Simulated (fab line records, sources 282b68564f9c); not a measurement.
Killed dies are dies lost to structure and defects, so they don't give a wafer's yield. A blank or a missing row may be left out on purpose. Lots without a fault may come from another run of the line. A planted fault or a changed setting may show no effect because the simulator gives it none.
fab line records | flow rit_cmos
record lots=6 wafers=18 last_day=7
route steps=202 shown PSD@150 SDANNEAL@153 NSD@158 PLDD@159 NLDD@160 SILICIDE@161 CONTACT@168 M1@184
lots that met no fault: from a run of the same line without faults
start_h: hours from the record's first day to the start of the lot's first wafer shown | wait_h: hours since the lot's step before | " the same as in the row above | L1.1+2: a row that stands for several wafers | - no value, or no start given | * or withheld: withheld | < > ~ a bound
route shown NAME@n: a module of which the file shows steps, and the number in the route of the first | usual: mean/standard deviation of fault-free wafers | same: alike in all rows | chamber/n: place in a boat | sites: the reading at each site | _std_site: their standard deviation | _edge_site: outer sites' mean less inner sites' | radius_mm: how far each site lies from the wafer's centre | mask NAME#n: copy n | behind: the tool/chamber that last shaped the wafer | hold: why the lot was held/for how many hours/how that ended | device: the transistor (n, p or np) that didn't switch | end of line: the same wafers' tests at the end of the route | a step without rows: its recipe alone | killed: dies lost to structure and defects at the first sort, not the wafer's yield | map: a wafer's dies, x killed, . not, _ none there
set.NAME: the setting as run; set.NAME@STEP: as run at that earlier step | model.NAME: the simulator's own value behind a step, which no gauge read
lots at some steps of the route; a table a step, a row a wafer
services: from which hour (start_h, from the record's first day; less than 0 if before it) a tool's chamber was out of use, for how many hours, and why
## steps
# step RIT_PSD_IMPLANT_08
# recipe species=BF2 energy_kev=27 dose_cm2=5e+15 tilt_deg=7
# step RIT_PSD_STRIP_09
# recipe chemistry=O2 time_s=180 resist=NOVOLAK platen_temp_c=withheld power_w=500 pressure_mtorr=4000 o2_flow_sccm=4000
# step RIT_PSD_TW_MEAS_10
# usual PSD_TW=3455/27
# columns lot.wafer tool chamber start_h wait_h PSD_TW
L973.3 film_metro-04 - 55.64 0.1 3452
L973.4 " - " " 3476
L973.6 " - " " 3456
L976.1 film_metro-01 - 70.55 0.1 3475
L976.3 " - " " 3475
L976.6 " - " " 3486
L985.1 film_metro-01 - 113.15 0.1 3468
L985.3 " - " " 3466
L985.6 " - " " 3469
L986.4 film_metro-04 - 119.77 0.1 3461
L986.5 " - " " 3464
L986.6 " - " " 3458
L988.1 film_metro-04 - 136.25 0.1 3437
L988.4 " - " " 3434
L988.6 " - " " 3431
L994.1 film_metro-01 - 160.70 0.1 3460
L994.2 " - " " 3468
L994.4 " - " " 3477
# step RIT_SDANNEAL_CLEAN_00
# recipe chemistry=SC1 mix=3:3:50 time_s=600 temp_c=75
# step RIT_SDANNEAL_CLEAN_01
# recipe chemistry=dHF dilution=50:1 time_s=30
# step RIT_SDANNEAL_CLEAN_02
# recipe chemistry=SC2 mix=3:3:50 time_s=600 temp_c=75 dry=n2_spin
# step RIT_SDANNEAL_RTA_03
# recipe temp_c=1050 time_s=5 idle_temp_c=600 ramp_up_c_per_s=342 ramp_down_c_per_s=171 cool_to_c=600 ambient=N2
# usual wafer_temp_C_max=1053.5/1.1
# columns lot.wafer tool chamber start_h wait_h wafer_temp_C_max
L973.3 rtp_anneal-01 0 56.07 0.0 1054.7
L973.4 " 0 " " 1054.6
L973.6 " 0 " " 1053.4
L976.1 rtp_anneal-02 0 70.99 0.0 1053.1
L976.3 " 0 " " 1054.5
L976.6 " 0 " " 1052.6
L985.1 rtp_anneal-01 0 113.58 0.0 1053.0
L985.3 " 0 " " 1052.5
L985.6 " 0 " " 1053.3
L986.4 rtp_anneal-02 0 120.22 0.0 1052.8
L986.5 " 0 " " 1053.8
L986.6 " 0 " " 1052.1
L988.1 rtp_anneal-02 0 136.68 0.0 1053.2
L988.4 " 0 " " 1054.9
L988.6 " 0 " " 1052.5
L994.1 rtp_anneal-02 0 161.15 0.0 1053.0
L994.2 " 0 " " 1053.4
L994.4 " 0 " " 1053.1
# step RIT_SDANNEAL_RS_MEAS_04
# recipe thk_meas_gauge=four-point-probe
# usual PSD_RS=116.03/0.28
# columns lot.wafer tool chamber start_h wait_h PSD_RS[ohm/sq]
L973.3 film_metro-04 - 56.14 0.1 116.35
L973.4 " - " " 116.27
L973.6 " - " " 115.92
L976.1 film_metro-04 - 71.05 0.0 115.75
L976.3 " - " " 115.60
L976.6 " - " " 115.63
L985.1 film_metro-04 - 113.64 0.0 116.36
L985.3 " - " " 116.06
L985.6 " - " " 116.14
L986.4 film_metro-02 - 120.31 0.1 116.16
L986.5 " - " " 116.14
L986.6 " - " " 116.02
L988.1 film_metro-04 - 136.74 0.0 116.27
L988.4 " - " " 115.98
L988.6 " - " " 115.74
L994.1 film_metro-04 - 161.21 0.0 115.51
L994.2 " - " " 115.92
L994.4 " - " " 115.81
# step RIT_SDANNEAL_RS_MEAS_05
# recipe thk_meas_gauge=four-point-probe
# usual NSD_RS=85.9/0.31
# columns lot.wafer tool chamber start_h wait_h NSD_RS[ohm/sq]
L973.3 film_metro-04 - 56.26 0.1 86.2
L973.4 " - " " 86.3
L973.6 " - " " 86.4
L976.1 film_metro-04 - 71.17 0.1 85.8
L976.3 " - " " 85.5
L976.6 " - " " 85.6
L985.1 film_metro-04 - 113.76 0.1 86.1
L985.3 " - " " 85.7
L985.6 " - " " 85.9
L986.4 film_metro-02 - 120.43 0.1 86.0
L986.5 " - " " 85.9
L986.6 " - " " 86.0
L988.1 film_metro-04 - 136.86 0.1 86.0
L988.4 " - " " 86.1
L988.6 " - " " 86.5
L994.1 film_metro-04 - 161.33 0.1 85.7
L994.2 " - " " 86.0
L994.4 " - " " 85.8
# step RIT_SDANNEAL_RS_MEAS_06
# recipe thk_meas_gauge=four-point-probe
# usual PLDD_RS=176.8/0.44
# columns lot.wafer tool chamber start_h wait_h PLDD_RS[ohm/sq]
L973.3 film_metro-04 - 56.38 0.1 177.5
L973.4 " - " " 177.4
L973.6 " - " " 176.9
L976.1 film_metro-04 - 71.29 0.1 176.0
L976.3 " - " " 176.3
L976.6 " - " " 176.3
L985.1 film_metro-04 - 113.88 0.1 176.9
L985.3 " - " " 176.7
L985.6 " - " " 177.1
L986.4 film_metro-02 - 120.55 0.1 176.4
L986.5 " - " " 176.4
L986.6 " - " " 176.4
L988.1 film_metro-04 - 136.98 0.1 177.2
L988.4 " - " " 177.2
L988.6 " - " " 177.2
L994.1 film_metro-04 - 161.45 0.1 176.6
L994.2 " - " " 176.9
L994.4 " - " " 176.1
# step RIT_SDANNEAL_RS_MEAS_07
# recipe thk_meas_gauge=four-point-probe
# usual NLDD_RS=151.5/0.6
# columns lot.wafer tool chamber start_h wait_h NLDD_RS[ohm/sq]
L973.3 film_metro-04 - 56.50 0.1 151.0
L973.4 " - " " 151.0
L973.6 " - " " 152.0
L976.1 film_metro-04 - 71.41 0.1 152.5
L976.3 " - " " 152.0
L976.6 " - " " 151.9
L985.1 film_metro-04 - 114.00 0.1 151.6
L985.3 " - " " 151.4
L985.6 " - " " 151.4
L986.4 film_metro-02 - 120.67 0.1 151.6
L986.5 " - " " 151.4
L986.6 " - " " 152.2
L988.1 film_metro-04 - 137.10 0.1 150.8
L988.4 " - " " 151.5
L988.6 " - " " 150.4
L994.1 film_metro-04 - 161.57 0.1 151.1
L994.2 " - " " 151.9
L994.4 " - " " 151.6
# step RIT_SILICIDE_WET_ETCH_00
# recipe chemistry=BOE target=SiO2 target_depth_nm=14 time_s=15 dry=n2_spin dilution=10:1 temp_c=21.5
# step RIT_SILICIDE_SPUTTER_01
# recipe material=Ti target_thk_nm=30 power_w=350 chamber_pressure_pa=0.6451 gas=Ar time_s=240 substrate_temp_c=25
# usual substrate_temp_c=25.00/0.11 throttle_valve_pct=29.8/1.5
# columns lot.wafer tool chamber start_h wait_h substrate_temp_c throttle_valve_pct
L973.3 pvd_sputter-02 - 56.60 0.0 24.91 30.6
L973.4 " - " " 25.17 27.1
L973.6 " - " " 25.03 31.6
L976.1 pvd_sputter-01 - 71.55 0.0 24.85 30.1
L976.3 " - " " 25.10 31.2
L976.6 " - " " 24.83 29.3
L985.1 pvd_sputter-02 - 114.13 0.0 25.05 30.6
L985.3 " - " " 25.01 30.9
L985.6 " - " " 25.02 31.2
L986.4 pvd_sputter-01 - 120.75 0.0 24.93 31.2
L986.5 " - " " 25.02 29.8
L986.6 " - " " 24.98 28.1
L988.1 pvd_sputter-01 - 137.23 0.0 24.98 27.8
L988.4 " - " " 24.83 31.2
L988.6 " - " " 24.98 30.0
L994.1 pvd_sputter-04 - 161.70 0.0 25.12 29.6
L994.2 " - " " 25.20 28.0
L994.4 " - " " 25.10 28.5
# step RIT_SILICIDE_RS_MEAS_02
# recipe thk_meas_gauge=four-point-probe reads=Ti_of_SILICIDE_SPUTTER_01
# usual SILICIDE_TI_RS=44.5/0.55
# columns lot.wafer tool chamber start_h wait_h SILICIDE_TI_RS[ohm/sq]
L973.3 film_metro-03 - 56.79 0.1 44.5
L973.4 " - " " 44.2
L973.6 " - " " 44.8
L976.1 film_metro-03 - 71.70 0.1 43.7
L976.3 " - " " 44.5
L976.6 " - " " 44.2
L985.1 film_metro-01 - 114.28 0.1 44.0
L985.3 " - " " 44.4
L985.6 " - " " 44.3
L986.4 film_metro-03 - 120.96 0.1 45.2
L986.5 " - " " 44.7
L986.6 " - " " 45.7
L988.1 film_metro-03 - 137.38 0.1 45.2
L988.4 " - " " 44.7
L988.6 " - " " 44.2
L994.1 film_metro-01 - 161.85 0.1 45.9
L994.2 " - " " 44.4
L994.4 " - " " 44.9
# step RIT_SILICIDE_THK_MEAS_03
# recipe thk_meas_gauge=xrf reads=Ti_of_SILICIDE_SPUTTER_01
# usual SILICIDE_TI_THK=30.4/0.33
# columns lot.wafer tool chamber start_h wait_h SILICIDE_TI_THK[nm]
L973.3 film_metro-03 - 56.89 0.1 30.5
L973.4 " - " " 30.6
L973.6 " - " " 30.2
L976.1 film_metro-03 - 71.82 0.1 30.8
L976.3 " - " " 30.5
L976.6 " - " " 30.6
L985.1 film_metro-01 - 114.40 0.1 30.6
L985.3 " - " " 30.2
L985.6 " - " " 30.3
L986.4 film_metro-03 - 121.05 0.1 30.0
L986.5 " - " " 30.4
L986.6 " - " " 29.8
L988.1 film_metro-03 - 137.50 0.1 29.9
L988.4 " - " " 30.3
L988.6 " - " " 30.5
L994.1 film_metro-01 - 161.97 0.1 29.5
L994.2 " - " " 30.3
L994.4 " - " " 29.9
# step RIT_SILICIDE_RTA_04
# recipe temp_c=650 time_s=10 idle_temp_c=25 ramp_up_s=5 ramp_down_s=5 cool_to_c=25 ambient=N2
# usual wafer_temp_C_max=653.2/1.6
# columns lot.wafer tool chamber start_h wait_h wafer_temp_C_max
L973.3 rtp_anneal-02 0 56.95 0.1 654.3
L973.4 " 0 " " 653.5
L973.6 " 0 " " 655.5
L976.1 rtp_anneal-01 0 71.88 0.1 651.8
L976.3 " 0 " " 651.3
L976.6 " 0 " " 651.8
L985.1 rtp_anneal-02 0 114.46 0.1 654.4
L985.3 " 0 " " 657.6
L985.6 " 0 " " 655.1
L986.4 rtp_anneal-01 0 121.11 0.1 651.5
L986.5 " 0 " " 651.3
L986.6 " 0 " " 651.9
L988.1 rtp_anneal-02 0 137.56 0.1 654.4
L988.4 " 0 " " 653.4
L988.6 " 0 " " 655.8
L994.1 rtp_anneal-01 0 162.03 0.1 651.7
L994.2 " 0 " " 651.8
L994.4 " 0 " " 652.0
# step RIT_SILICIDE_WET_ETCH_05
# recipe chemistry=SPM target=Ti temp_c=90 time_s=120 dry=n2_spin
# step RIT_SILICIDE_RTA_06
# recipe temp_c=750 time_s=10 idle_temp_c=25 ramp_up_s=5 ramp_down_s=10 cool_to_c=25 ambient=N2
# step RIT_CONTACT_CVD_00
# recipe material=SiO2 target_thk_nm=400 precursor=TEOS temp_c=390 time_s=61 rf_w=400
# usual heater_power_w=314/54
# columns lot.wafer tool chamber start_h wait_h heater_power_w
L973.3 pecvd-01 1 57.10 0.0 353
L973.4 " 1 " " 362
L973.6 " 2 " " 326
L976.1 pecvd-01 1 72.05 0.1 330
L976.3 " 2 " " 366
L976.6 " 0 " " 287
L985.1 pecvd-03 2 114.64 0.1 413
L985.3 " 1 " " 256
L985.6 " 2 " " 423
L986.4 pecvd-04 0 121.28 0.0 341
L986.5 " 1 " " 270
L986.6 " 2 " " 315
L988.1 pecvd-03 2 137.73 0.1 429
L988.4 " 0 " " 346
L988.6 " 1 " " 199
L994.1 pecvd-03 2 162.21 0.1 410
L994.2 " 0 " " 347
L994.4 " 2 " " 428
# step RIT_CONTACT_THK_MEAS_01
# recipe reads=SiO2_of_CONTACT_CVD_00
# usual CONTACT_TEOS_THK=399/5.9
# columns lot.wafer tool chamber start_h wait_h CONTACT_TEOS_THK[nm]
L973.3 film_metro-02 - 57.17 0.0 401
L973.4 " - " " 404
L973.6 " - " " 400
L976.1 film_metro-02 - 72.10 0.0 397
L976.3 " - " " 392
L976.6 " - " " 409
L985.1 film_metro-03 - 114.69 0.0 391
L985.3 " - " " 390
L985.6 " - " " 402
L986.4 film_metro-04 - 121.34 0.0 403
L986.5 " - " " 400
L986.6 " - " " 400
L988.1 film_metro-03 - 137.78 0.0 402
L988.4 " - " " 398
L988.6 " - " " 406
L994.1 film_metro-04 - 162.26 0.0 398
L994.2 " - " " 391
L994.4 " - " " 399
# step RIT_CONTACT_HMDS_02
# recipe prime_time_s=60 prime_temp_c=140
# step RIT_CONTACT_COAT_03
# recipe resist=NOVOLAK spin_rpm=3250 resist_thk_nm=1000
# step RIT_CONTACT_SOFTBAKE_04
# recipe resist=NOVOLAK temp_c=90 time_s=60
# step RIT_CONTACT_EXPOSE_05
# recipe mask_id=M11 na=0.6 source_shape=conventional sigma_outer=0.5 target_cd_nm=1000 dose_mj=250
# step RIT_CONTACT_PEB_06
# recipe resist=NOVOLAK temp_c=withheld time_s=withheld
# step RIT_CONTACT_DEVELOP_07
# recipe resist=NOVOLAK develop_time_s=120 dev_temp_c=23.46
# step RIT_CONTACT_CD_MEAS_08
# recipe target_cd_nm=1000
# usual cd_nm=1001.3/2.2
# columns lot.wafer tool chamber start_h wait_h cd_nm
L973.3 cd_sem-02 - 58.53 - 1002.2
L973.4 " - " " 1005.0
L973.6 " - " " 1006.9
L976.1 cd_sem-02 - 73.13 - 1001.9
L976.3 " - " " 1002.4
L976.6 " - " " 1002.4
L985.1 cd_sem-02 - 115.84 - 998.8
L985.3 " - " " 997.0
L985.6 " - " " 997.2
L986.4 cd_sem-02 - 122.39 - 1001.4
L986.5 " - " " 1002.6
L986.6 " - " " 1002.5
L988.1 cd_sem-02 - 138.85 - 1002.6
L988.4 " - " " 1002.7
L988.6 " - " " 1001.4
L994.1 cd_sem-02 - 163.41 - 1000.4
L994.2 " - " " 1000.5
L994.4 " - " " 1000.5
# step RIT_CONTACT_OVL_MEAS_09
# usual CONTACT_OVL=-0.8/1.2
# columns lot.wafer tool chamber start_h wait_h CONTACT_OVL[nm]
L973.3 overlay-02 - 58.62 0.1 -1.8
L973.4 " - " " -0.4
L973.6 " - " " 0.0
L976.1 overlay-02 - 73.25 0.1 0.0
L976.3 " - " " 0.3
L976.6 " - " " 1.3
L985.1 overlay-01 - 115.96 0.1 0.4
L985.3 " - " " -1.3
L985.6 " - " " -0.4
L986.4 overlay-01 - 122.47 0.1 1.0
L986.5 " - " " -1.4
L986.6 " - " " -3.0
L988.1 overlay-01 - 138.97 0.1 0.0
L988.4 " - " " -1.8
L988.6 " - " " -0.1
L994.1 overlay-02 - 163.53 0.1 -2.3
L994.2 " - " " -2.8
L994.4 " - " " -1.9
# step RIT_CONTACT_HARDBAKE_10
# recipe resist=NOVOLAK temp_c=140 time_s=60
# step RIT_CONTACT_ETCH_11
# recipe target_depth_a=4800 over_etch_frac=0.2 stop_on=TiSi2 chemistry=CHF3/CF4/Ar target=SiO2 CHF3_flow_sccm=50 cf4_flow_sccm=10 Ar_flow_sccm=100 O2_flow_sccm=5 pressure_mtorr=100 rf_w=200 time_s=320
# usual chamber_pressure_mTorr=100.00/0.094 drypump_motor_current_A=5.8/0.34 oes_product_au=0.987/0.017 throttle_valve_pct=8.85/0.13
# columns lot.wafer tool chamber start_h wait_h chamber_pressure_mTorr drypump_motor_current_A oes_product_au rf_hours_counter_h throttle_valve_pct
L973.3 rie_diel-04 2 58.79 0.1 100.09 5.9 0.997 121 8.73
L973.4 " 0 " " 100.00 6.3 1.010 19 8.82
L973.6 " 2 " " 99.93 5.9 0.991 - 8.73
L976.1 rie_diel-04 1 73.43 0.1 100.05 6.0 0.978 99 8.90
L976.3 " 0 " " 99.85 6.3 1.009 19 8.81
L976.6 " 0 " " 100.16 6.3 1.013 - 8.81
L985.1 rie_diel-04 2 116.14 0.1 100.09 5.9 0.988 122 8.73
L985.3 " 1 " " 99.99 6.0 0.974 100 8.87
L985.6 " 3 " " 100.08 5.3 1.014 - 8.99
L986.4 rie_diel-01 1 122.64 0.1 99.92 5.7 0.968 6 8.70
L986.5 " 2 " " 100.01 5.6 0.991 - 8.86
L986.6 " 1 " " 99.94 5.7 0.977 - 8.69
L988.1 rie_diel-01 1 139.24 0.1 100.03 5.7 0.976 7 8.70
L988.4 " 3 " " 99.84 6.1 0.988 37 8.67
L988.6 " 3 " " 100.10 6.1 0.989 - 8.67
L994.1 rie_diel-04 3 163.71 0.1 99.96 5.3 1.016 110 8.99
L994.2 " 0 " " 99.98 6.2 1.007 21 8.82
L994.4 " 2 " " 100.17 5.8 0.992 123 8.73
# step RIT_CONTACT_STRIP_12
# recipe chemistry=O2 time_s=180 resist=NOVOLAK platen_temp_c=withheld power_w=500 pressure_mtorr=4000 o2_flow_sccm=4000
# step RIT_CONTACT_CD_MEAS_90
# recipe target_cd_nm=1000
# usual cd_nm=1001.2/2.3
# columns lot.wafer tool chamber start_h wait_h cd_nm
L973.3 cd_sem-02 - 59.20 0.1 1002.3
L973.4 " - " " 1005.3
L973.6 " - " " 1006.9
L976.1 cd_sem-01 - 73.80 0.1 1002.0
L976.3 " - " " 1003.6
L976.6 " - " " 1003.1
L985.1 cd_sem-01 - 116.51 0.1 998.2
L985.3 " - " " 997.1
L985.6 " - " " 997.4
L986.4 cd_sem-02 - 123.07 0.1 1001.7
L986.5 " - " " 1002.7
L986.6 " - " " 1002.5
L988.1 cd_sem-02 - 139.61 0.1 1002.7
L988.4 " - " " 1002.7
L988.6 " - " " 1001.4
L994.1 cd_sem-02 - 164.08 0.1 1000.4
L994.2 " - " " 1000.2
L994.4 " - " " 1000.4
# step RIT_CONTACT_CLEAN_13
# recipe chemistry=SC1 mix=3:3:50 time_s=600 temp_c=75
# step RIT_CONTACT_CLEAN_14
# recipe chemistry=SC2 mix=3:3:50 time_s=600 temp_c=75 dry=n2_spin
# step RIT_M1_SPUTTER_00
# recipe material=Al target_thk_nm=400 power_w=2000 chamber_pressure_pa=0.4 gas=Ar time_s=500 substrate_temp_c=25
# usual substrate_temp_c=25.00/0.11 throttle_valve_pct=30.0/1.3
# columns lot.wafer tool chamber start_h wait_h substrate_temp_c throttle_valve_pct
L973.3 pvd_sputter-04 - 59.63 0.0 25.00 28.5
L973.4 " - " " 24.96 27.8
L973.6 " - " " 24.97 28.6
L976.1 pvd_sputter-03 - 74.27 0.0 25.22 30.9
L976.3 " - " " 25.00 30.4
L976.6 " - " " 24.96 30.4
L985.1 pvd_sputter-04 - 116.98 0.0 25.07 28.6
L985.3 " - " " 24.89 29.9
L985.6 " - " " 25.12 32.1
L986.4 pvd_sputter-03 - 123.48 0.0 24.88 30.9
L986.5 " - " " 24.86 30.2
L986.6 " - " " 25.00 31.0
L988.1 pvd_sputter-03 - 140.08 0.0 25.10 31.2
L988.4 " - " " 24.97 29.4
L988.6 " - " " 25.17 30.8
L994.1 pvd_sputter-03 - 164.57 0.0 24.98 31.2
L994.2 " - " " 25.04 29.5
L994.4 " - " " 25.10 31.1
# step RIT_M1_RS_MEAS_01
# recipe thk_meas_gauge=four-point-probe reads=Al_of_M1_SPUTTER_00
# usual M1_AL_RS=0.0743/0.00086
# columns lot.wafer tool chamber start_h wait_h M1_AL_RS[ohm/sq]
L973.3 film_metro-01 - 59.97 0.2 0.0743
L973.4 " - " " 0.0752
L973.6 " - " " 0.0744
L976.1 film_metro-01 - 74.57 0.1 0.0755
L976.3 " - " " 0.0742
L976.6 " - " " 0.0747
L985.1 film_metro-02 - 117.28 0.1 0.0742
L985.3 " - " " 0.0748
L985.6 " - " " 0.0758
L986.4 film_metro-04 - 123.83 0.2 0.0759
L986.5 " - " " 0.0743
L986.6 " - " " 0.0737
L988.1 film_metro-01 - 140.38 0.1 0.0742
L988.4 " - " " 0.0751
L988.6 " - " " 0.0756
L994.1 film_metro-02 - 164.86 0.1 0.0748
L994.2 " - " " 0.0741
L994.4 " - " " 0.0731
# step RIT_M1_THK_MEAS_02
# recipe thk_meas_gauge=xrf reads=Al_of_M1_SPUTTER_00
# usual M1_AL_THK=383/4.7
# columns lot.wafer tool chamber start_h wait_h M1_AL_THK[nm]
L973.3 film_metro-01 - 60.07 0.1 385
L973.4 " - " " 381
L973.6 " - " " 383
L976.1 film_metro-01 - 74.69 0.1 377
L976.3 " - " " 383
L976.6 " - " " 382
L985.1 film_metro-02 - 117.40 0.1 385
L985.3 " - " " 383
L985.6 " - " " 377
L986.4 film_metro-04 - 123.92 0.1 373
L986.5 " - " " 380
L986.6 " - " " 383
L988.1 film_metro-01 - 140.50 0.1 385
L988.4 " - " " 377
L988.6 " - " " 374
L994.1 film_metro-02 - 164.98 0.1 383
L994.2 " - " " 384
L994.4 " - " " 390
# step RIT_M1_HMDS_03
# recipe prime_time_s=60 prime_temp_c=140
# step RIT_M1_COAT_04
# recipe resist=NOVOLAK spin_rpm=2000 resist_thk_nm=1322
# step RIT_M1_SOFTBAKE_05
# recipe resist=NOVOLAK temp_c=90 time_s=60
# step RIT_M1_EXPOSE_06
# recipe mask_id=M12 na=0.6 source_shape=conventional sigma_outer=0.5 target_cd_nm=2600 dose_mj=250
# step RIT_M1_PEB_07
# recipe resist=NOVOLAK temp_c=withheld time_s=withheld
# step RIT_M1_PROBE_99
# usual killed_at_contacts=0.1/0.24 killed_at_front_end=6.7/2.9 killed_dies=6.8/2.9 killed_on_rim=1.8/1.3 killed_open=3.5/1.8 killed_short=3.3/2.1
# same gross_dies=264 killed_at_M0_to_M3=0 killed_at_M4_up=0 killed_at_back_side=0 killed_at_other=0
# columns lot.wafer tool chamber start_h wait_h killed_at_contacts killed_at_front_end killed_dies killed_on_rim killed_open killed_short
L973.3 prober-01 - 63.87 0.2 0 8 8 1 2 6
L973.4 prober-01 - 63.92 0.2 1 10 11 2 5 6
L973.6 prober-01 - 64.02 0.2 0 7 7 3 3 4
L976.1 prober-02 - 78.41 0.1 1 9 10 1 4 6
L976.3 prober-02 - 78.51 0.2 0 2 2 1 0 2
L976.6 prober-02 - 78.66 0.2 0 9 9 3 5 4
L986.4 prober-02 - 129.35 0.2 0 51 51 0 2 2
L986.5 prober-02 - 129.40 0.2 0 48 48 4 6 3
L986.6 prober-02 - 129.45 0.2 0 39 39 10 0 1
L988.1 prober-02 - 145.11 0.1 0 45 45 9 4 0
L988.4 prober-02 - 145.26 0.2 0 47 47 1 2 1
L988.6 prober-02 - 145.36 0.2 0 48 48 3 4 1
L994.1 prober-02 - 168.67 0.1 0 9 9 2 6 2
L994.2 prober-02 - 168.72 0.1 0 3 3 1 1 1
L994.4 prober-02 - 168.82 0.2 0 5 5 0 2 2
# killed by level:class
L973.3 GATE:geometric_particle:short=4 GATE:geometric_particle:open=2 SPACER:geometric_particle:short=1 SILICIDE:geometric_particle:short=1
L973.4 GATE:geometric_particle:short=3 SILICIDE:geometric_particle:open=2 GATE:geometric_particle:open=2 FOX1:geometric_particle:open=1 FOX2:geometric_particle:short=1 SILICIDE:geometric_particle:short=1 CONTACT:geometric_particle:short=1
L973.6 GATE:geometric_particle:open=2 FOX1:geometric_particle:short=1 GATE:geometric_particle:short=1 REOX:geometric_particle:open=1 SPACER:geometric_particle:short=1 SILICIDE:geometric_particle:short=1
L976.1 REOX:geometric_particle:short=2 SPACER:geometric_particle:short=2 FOX1:geometric_particle:open=1 GATE:geometric_particle:short=1 GATE:geometric_particle:open=1 SPACER:geometric_particle:open=1 SILICIDE:geometric_particle:short=1 CONTACT:geometric_particle:open=1
L976.3 REOX:geometric_particle:short=1 SPACER:geometric_particle:short=1
L976.6 GATE:geometric_particle:open=2 REOX:geometric_particle:short=2 REOX:geometric_particle:open=2 GATE:geometric_particle:short=1 SPACER:geometric_particle:short=1 SPACER:geometric_particle:open=1
L986.4 SILICIDE:unspecified=47 FOX1:geometric_particle:open=1 REOX:geometric_particle:short=1 GATE:geometric_particle:short=1 REOX:geometric_particle:open=1
L986.5 SILICIDE:unspecified=39 GATE:geometric_particle:short=2 GATE:geometric_particle:open=2 SPACER:geometric_particle:open=2 REOX:geometric_particle:short=1 REOX:geometric_particle:open=1 SILICIDE:geometric_particle:open=1
L986.6 SILICIDE:unspecified=38 GATE:geometric_particle:short=1
L988.1 SILICIDE:unspecified=41 FOX1:geometric_particle:open=1 GATE:geometric_particle:open=1 SPACER:geometric_particle:open=1 SILICIDE:geometric_particle:open=1
L988.4 SILICIDE:unspecified=44 REOX:geometric_particle:open=2 GATE:geometric_particle:short=1
L988.6 SILICIDE:unspecified=43 GATE:geometric_particle:open=2 REOX:geometric_particle:open=1 REOX:geometric_particle:short=1 SILICIDE:geometric_particle:open=1
L994.1 GATE:geometric_particle:open=4 FOX2:geometric_particle:open=2 FOX2:geometric_particle:short=1 SILICIDE:geometric_particle:short=1 PLDD:coat_microbubble_printed=1
L994.2 GATE:geometric_particle:short=1 SILICIDE:geometric_particle:open=1 PLDD:coat_microbubble_printed=1
L994.4 FOX1:geometric_particle:open=1 GATE:geometric_particle:short=1 GATE:geometric_particle:open=1 REOX:geometric_particle:short=1 PLDD:coat_microbubble_printed=1
# map L986.4 (x killed, . not)
________......._______
_____.............____
____.........x.....___
___.................__
__..................._
__.........xx........_
_....xx..xxxxxx.......
_.......xxxxxxxx......
_......xxxxxxxxx......
_.......xxxxxxxx......
__.....xxxxxxxxx....._
__.......xxxxxx......_
___.................__
____...............___
_____.............____
________......._______
# map L988.6 (x killed, . not)
________......._______
_____...x.........____
____..xxx..........___
___.x.xxxxx.....x...__
__..xxxxxxxx........._
__.xxxxxxxxx........._
_....xxxxxxx..x.......
_....xxxxxx...........
_....x..x.x...........
_.....................
__.....x.........x..._
__..................._
___.................__
____...............___
_____...x.........____
________......._______
## services
# columns tool chamber start_h hours kind
pecvd-03 - 34.71 2.8 pm
pecvd-01 - 43.23 2.8 pm
pvd_sputter-03 - 52.47 2.4 repair
rie_diel-01 1 59.20 21.4 repair
rie_diel-04 - 62.88 2.8 pm
rie_diel-04 3 70.85 2.9 repair
pvd_sputter-03 - 78.66 2.7 repair
pecvd-03 - 80.27 0.7 repair
rie_diel-01 2 80.58 - clean
rie_diel-01 2 80.58 10.5 scheduled_down
rie_diel-01 2 80.58 10.5 vent_cycle
pecvd-04 2 102.56 9.9 repair
rtp_anneal-02 - 151.11 1.1 pm
rie_diel-04 2 156.44 4.2 repair
pecvd-03 - 156.69 1.4 repair
## key
first_sign step=RIT_M1_PROBE_99 reading=killed_at_front_end direction=up sigmas=14 usual=6.7 struck=46.3
effect step=RIT_M1_PROBE_99 reading=killed_dies direction=up sigmas=14 usual=6.8 struck=46.3
met_at RIT_SILICIDE_SPUTTER_01
struck_wafers L986.4,L986.5,L986.6,L988.1,L988.4,L988.6
tester_left_out L986,L988
onset_between 71.55 120.75
also_fits RIT_CONTACT_ETCH_11:rie_diel-01
fault kind=chamber_particle_source tool=pvd_sputter-01 chamber=- onset_h=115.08 steps=RIT_SILICIDE_SPUTTER_01 rate_per_visit_cm2=2.2402 end_h=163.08
# tester_left_out: of these lots the tester's yield and bins aren't shown, on N5 and GAA mostly nor the transistor test; their killed dies are dies lost to structure and defects alone, not to doping, threshold or leakage, so they don't give the yield
